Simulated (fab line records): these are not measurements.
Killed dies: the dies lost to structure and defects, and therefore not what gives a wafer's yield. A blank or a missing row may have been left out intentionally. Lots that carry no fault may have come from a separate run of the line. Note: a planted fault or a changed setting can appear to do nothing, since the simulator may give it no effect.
A lot that was struck, set against a sound lot ; flow rit-cmos ; 18 steps out of a route of 202
Sound: these wafers, L544.3, L544.4, L544.5. The struck wafers were L552.1, L552.3, L552.4. The cause is given at the end.
For every step that has rows: the tool of each side, followed by ch and its chambers, followed by its first start. Under that, the readings that differ: sound wafers ; struck wafers ; difference of the means ; sigmas: that difference in standard deviations of wafers without a fault.
alike: a reading whose means differ by less than 2 such deviations, as well as words and numbers matching on both sides. not compared: withheld readings; readings where some wafer has no value; bounds like >300 that might hide an equal value; numbers whose values overlap and for which the record gives no deviation.
A row with sigmas, a row that says differs or no value, or rows on one side alone: a step with any of these is where the two part. When numbers do not overlap yet have no deviation, they are printed without sigmas and do not part them. A reading missing from all wafers of one side parts the sides only when that side holds two or more wafers.

first, 4 steps without rows for these wafers: RIT_PSD_SOFTBAKE_02 (time 60 s); RIT_PSD_EXPOSE_03 (exposes mask M10, target cd 40900 nm); RIT_PSD_PEB_04; RIT_PSD_DEVELOP_05 (develop time 50 s).
RIT_PSD_OVL_MEAS_06:
  sound on overlay-02, day 4 00:23; struck on overlay-02, day 5 18:37
  alike: PSD_OVL
then, 2 steps without rows for these wafers: RIT_PSD_HARDBAKE_07 (time 60 s); RIT_PSD_IMPLANT_08.
RIT_PSD_STRIP_09: strips in O2, time 180 s.
  sound on plasma-asher-03 ch 0,1, day 4 00:46; struck on plasma-asher-01 ch 0,1, day 5 18:58
  alike: drypump-motor-current-A
  not compared: rf-hours-counter-h
RIT_PSD_TW_MEAS_10:
  sound on film-metro-04, day 4 00:54; struck on film-metro-01, day 5 19:08
  alike: PSD_TW
then, 3 steps without rows for these wafers: RIT_SDANNEAL_CLEAN_00 (cleans in SC1, time 600 s); RIT_SDANNEAL_CLEAN_01 (cleans in dHF, time 30 s); RIT_SDANNEAL_CLEAN_02 (cleans in SC2, time 600 s).
RIT_SDANNEAL_RTA_03: time 5 s.
  sound on rtp-anneal-01 ch 0, day 4 01:22; struck on rtp-anneal-01 ch 0, day 5 19:35
  alike: anneal-temp-c-max, ramp-up-c-per-s, wafer_temp_C_max
RIT_SDANNEAL_RS_MEAS_04: measures by four-point-probe.
  sound on film-metro-01, day 4 01:26; struck on film-metro-01, day 5 19:38
reading;sound;struck;difference;sigmas
PSD_RS (ohm/sq);116.0 116.2 116.0;113.2 113.6 113.6;-2.6;-8
RIT_SDANNEAL_RS_MEAS_05: measures by four-point-probe.
  sound on film-metro-01, day 4 01:33; struck on film-metro-01, day 5 19:45
reading;sound;struck;difference;sigmas
NSD_RS (ohm/sq);84.8 85.0 85.0;84.1 84.2 84.3;-0.7;-2
RIT_SDANNEAL_RS_MEAS_06: measures by four-point-probe.
  sound on film-metro-01, day 4 01:40; struck on film-metro-01, day 5 19:52
reading;sound;struck;difference;sigmas
PLDD_RS (ohm/sq);179.2 179.4 178.8;176.3 176.5 176.3;-2.8;-7
RIT_SDANNEAL_RS_MEAS_07: measures by four-point-probe.
  sound on film-metro-01, day 4 01:47; struck on film-metro-01, day 5 19:59
  alike: NLDD_RS
RIT_M1_PROBE_99:
  sound on prober-01, day 4 09:09; struck on prober-01, day 6 03:01
reading;sound;struck;difference;sigmas
model.etest.contact-nplus.end-ohm-um;40.91 40.27 42.2;43.69 44.18 43.4;+2.63;
model.etest.vpnp.gain;1.042 1.047 1.052;1.074 1.055 1.078;+0.022;
model.etest.diode-pplus-comb.cj-ff-um2;2.005 2.011 2.018;2.108 2.108 2.102;+0.095;
model.etest.diode-pplus-nwell.cj-ff-um2;1.702 1.713 1.696;1.814 1.814 1.812;+0.110;
model.etest.pmos_0p15.vt-sat-v (V);-0.3267 -0.3391 -0.3291;-0.2443 -0.2622 -0.2579;+0.0768;
model.etest.pmos_0p15.overlap-ff-um;0.2251 0.2212 0.2257;0.2617 0.2554 0.2611;+0.0354;
  alike: killed-at-front-end, killed-dies, killed-open, killed-short
  not compared: model.etest.cap-p-gate.vfb-v

== WHERE THEY PART ==
Last at RIT_SDANNEAL_RS_MEAS_06 as far as this record goes, first at RIT_SDANNEAL_RS_MEAS_04. Later steps at which nothing parts them and some readings are alike: RIT_SDANNEAL_RS_MEAS_07, RIT_M1_PROBE_99.

WHY: the cause the simulator had injected
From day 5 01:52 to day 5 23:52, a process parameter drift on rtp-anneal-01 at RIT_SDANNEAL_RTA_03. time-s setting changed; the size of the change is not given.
